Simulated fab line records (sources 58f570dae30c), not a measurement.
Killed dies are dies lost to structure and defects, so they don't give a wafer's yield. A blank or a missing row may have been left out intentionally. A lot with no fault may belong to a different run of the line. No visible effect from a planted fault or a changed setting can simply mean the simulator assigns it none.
What tool caused it? | flow berkeleyCmos170 | 39 wafers from 13 lots sampled at 4 of the route's 331 steps

== WHAT EACH GAUGE READ, for each wafer ==
UCB170_V2_THK_MEAS_01. Usual: V2_TEOS_THK 1999 nm, standard deviation 29.
lot  | measured     | on           | V2_TEOS_THK (nm)              | flag
L850 | day 7 21:26  | filmMetro-02 | 1999 1994 2017                | 
L851 | day 7 21:16  | filmMetro-03 | 2004 2035 2029                | 
L855 | day 8 05:54  | filmMetro-03 | 2014 2005 2035                | 
L854 | day 8 06:52  | filmMetro-02 | 1980 2039 2009                | 
L853 | day 8 06:55  | filmMetro-01 | 1940 1990 1991                | 
L852 | day 8 07:14  | filmMetro-03 | 1974 1988 2005                | 
L863 | day 10 15:38 | filmMetro-02 | 1978 3144 1970 1978 3145 1967 | OFF
L865 | day 10 22:10 | filmMetro-01 | 3157 3207 2017 3159 3208 2018 | OFF
L866 | day 10 22:17 | filmMetro-03 | 1975 2000 1985                | 
L867 | day 11 02:21 | filmMetro-02 | 2025 2021 2022                | 
L868 | day 11 02:53 | filmMetro-02 | 1953 1983 2011                | 
L872 | day 12 06:50 | filmMetro-01 | 1948 1963 2025                | 
L873 | day 12 07:34 | filmMetro-01 | 1995 1967 2020                | 

UCB170_V2_CD_MEAS_12: target cd 700 nm. Usual: cdNm at 699.9 nm, with a standard deviation of 1.6.
lot  | measured     | on       | cdNm (nm)         | flag
L850 | day 7 23:27  | cdSem-02 | 699.2 699.9 699.6 | 
L851 | day 7 23:16  | cdSem-01 | 700.0 700.5 699.7 | 
L855 | day 8 07:28  | cdSem-01 | 701.4 702.1 702.5 | 
L854 | day 8 09:04  | cdSem-01 | 700.0 699.3 698.0 | 
L853 | day 8 09:11  | cdSem-02 | 700.4 700.9 699.1 | 
L852 | day 8 09:22  | cdSem-02 | 699.6 698.5 698.8 | 
L863 | day 11 00:25 | cdSem-01 | 702.0 701.1 700.6 | 
L865 | day 11 07:17 | cdSem-01 | 699.5 699.5 697.9 | 
L866 | day 11 00:03 | cdSem-01 | 695.3 696.7 696.2 | 
L867 | day 11 04:04 | cdSem-01 | 700.4 699.9 699.7 | 
L868 | day 11 04:26 | cdSem-02 | 698.5 700.4 699.3 | 
L872 | day 12 08:47 | cdSem-01 | 702.1 702.4 702.1 | 
L873 | day 12 09:32 | cdSem-02 | 697.4 698.2 697.1 | 

== TOOL THAT RAN EACH LOT (tool first, then ch and the chambers of the sampled wafers, then the start) ==
lot  | UCB170_M2_STRIP_07                  | UCB170_V2_CVD_00
L850 | plasmaAsher-02 ch 0,1, day 7 18:56  | pecvd-03 ch 0,1,2, day 7 21:16
L851 | plasmaAsher-03 ch 0,1, day 7 19:05  | pecvd-02 ch 0,1,2, day 7 21:10
L855 | plasmaAsher-03 ch 0,1, day 8 03:53  | pecvd-03 ch 0,2, day 8 05:44
L854 | plasmaAsher-03 ch 0,1, day 8 04:47  | pecvd-02 ch 1,2, day 8 06:42
L853 | plasmaAsher-02 ch 0,1, day 8 04:59  | pecvd-04 ch 0,1,2, day 8 06:45
L852 | plasmaAsher-03 ch 1, day 8 05:04    | pecvd-03 ch 0,1,2, day 8 07:05
L863 | plasmaAsher-02 ch 0,1, day 10 13:32 | pecvd-02 ch 0,1,2, day 10 15:28
L865 | plasmaAsher-04 ch 0,1, day 10 19:19 | pecvd-02 ch 0,1, day 10 22:00
L866 | plasmaAsher-02 ch 0,1, day 10 19:29 | pecvd-04 ch 0,1,2, day 10 22:07
L867 | plasmaAsher-02 ch 0,1, day 11 00:11 | pecvd-03 ch 0,1,2, day 11 02:11
L868 | plasmaAsher-02 ch 0,1, day 11 00:41 | pecvd-04 ch 1,2, day 11 02:44
L872 | plasmaAsher-03 ch 0,1, day 12 04:37 | pecvd-03 ch 0,1,2, day 12 06:40
L873 | plasmaAsher-02 ch 0,1, day 12 05:03 | pecvd-04 ch 1,2, day 12 07:23
- UCB170_M2_STRIP_07: strips in O2.
- UCB170_V2_CVD_00: deposits SiO2 from TEOS/O2, target thk 2000 nm, time 250 s.

== AS READ BY THE TOOLS THEMSELVES (means over the sampled wafers that have a number; for cases with no such wafer, the mark the record gives instead) ==
UCB170_M2_STRIP_07. Usual: chamberPressureMTorr 3500 mTorr, standard deviation 3.6; drypumpMotorCurrentA 5.6 A, standard deviation 0.32; oesProductAu 0.735 a.u., standard deviation 0.0043; stripTimeToEndpointS 21.93 s, standard deviation 0.065.
lot  | tool           | chamberPressureMTorr (mTorr) | drypumpMotorCurrentA (A) | oesProductAu (a.u.) | stripTimeToEndpointS (s) | flag
L850 | plasmaAsher-02 | 3500                         | 5.7                      | 0.731               | 21.83                    | 
L851 | plasmaAsher-03 | 3502                         | 5.4                      | 0.735               | 21.96                    | 
L855 | plasmaAsher-03 | 3500                         | 5.4                      | 0.739               | 21.97                    | 
L854 | plasmaAsher-03 | 3501                         | 5.4                      | 0.738               | 21.92                    | 
L853 | plasmaAsher-02 | 3502                         | 5.7                      | 0.738               | 22.03                    | 
L852 | plasmaAsher-03 | 3499                         | 5.1                      | 0.734               | 22.02                    | 
L863 | plasmaAsher-02 | 3496                         | 5.5                      | 0.735               | 22.05                    | 
L865 | plasmaAsher-04 | 3501                         | 5.7                      | 0.735               | 21.91                    | 
L866 | plasmaAsher-02 | 3504                         | 5.5                      | 0.736               | 21.86                    | 
L867 | plasmaAsher-02 | 3497                         | 5.5                      | 0.734               | 21.92                    | 
L868 | plasmaAsher-02 | 3498                         | 5.7                      | 0.733               | 21.93                    | 
L872 | plasmaAsher-03 | 3500                         | 5.4                      | 0.736               | 21.89                    | 
L873 | plasmaAsher-02 | 3499                         | 5.7                      | 0.735               | 21.91                    | 

UCB170_V2_CVD_00. Usual: heaterPowerW 232 W, standard deviation 66; runLengthS 278.3 s, standard deviation 0.43.
lot  | tool     | heaterPowerW (W) | runLengthS (s) | flag
L850 | pecvd-03 | 194              | 278.1          | 
L851 | pecvd-02 | 241              | 278.2          | 
L855 | pecvd-03 | 193              | 278.4          | 
L854 | pecvd-02 | 217              | 278.3          | 
L853 | pecvd-04 | 285              | 278.1          | 
L852 | pecvd-03 | 192              | 278.1          | 
L863 | pecvd-02 | 217              | 325.7          | OFF
L865 | pecvd-02 | 203              | 372.8          | OFF
L866 | pecvd-04 | 282              | 278.3          | 
L867 | pecvd-03 | 209              | 278.2          | 
L868 | pecvd-04 | 235              | 279.0          | 
L872 | pecvd-03 | 191              | 278.2          | 
L873 | pecvd-04 | 286              | 278.6          | 

== THE ANSWER, worked out from the rows above alone ==
Rule: take the mean of a lot's wafers that have a number; if it is more than 3 standard deviations from the usual mean, the lot is off. A lot without any number at a reading at which 4 lots or more have one is off too. All remaining lots with rows at the step are treated as sound. The gauges are gone through in route order, then the tools' own readings, and for those a lot's mean is taken as printed above. At the first step where some lot is off, the reading lying furthest off is the one used; lots without a number count as furthest.
Off: L863, L865, seen at UCB170_V2_THK_MEAS_01 (V2_TEOS_THK).
If a tool, at a process step before that reading, ran all the lots that are off and no sound lot after the first of them, it fits. The gauges at UCB170_V2_THK_MEAS_01 aren't tried: what is off there is off at UCB170_V2_CVD_00 too, on other tools, and a gauge's error can't cause that. One fits: pecvd-02 at UCB170_V2_CVD_00. A fault onset in the window from L854 (day 8 06:42, its last sound lot) to L863 (day 10 15:28, its first lot off) fits.
On the lots that are off, the tool's own readings at UCB170_V2_CVD_00 differ by more than 5 times the standard deviation of the sound lots' means, which bears it out; runLengthS reads 349.2 s there versus 278.3 s on the sound lots.

== WHAT WAS PUT IN BY THE SIMULATOR ==
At UCB170_V2_CVD_00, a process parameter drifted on pecvd-02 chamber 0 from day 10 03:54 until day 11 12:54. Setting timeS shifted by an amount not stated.
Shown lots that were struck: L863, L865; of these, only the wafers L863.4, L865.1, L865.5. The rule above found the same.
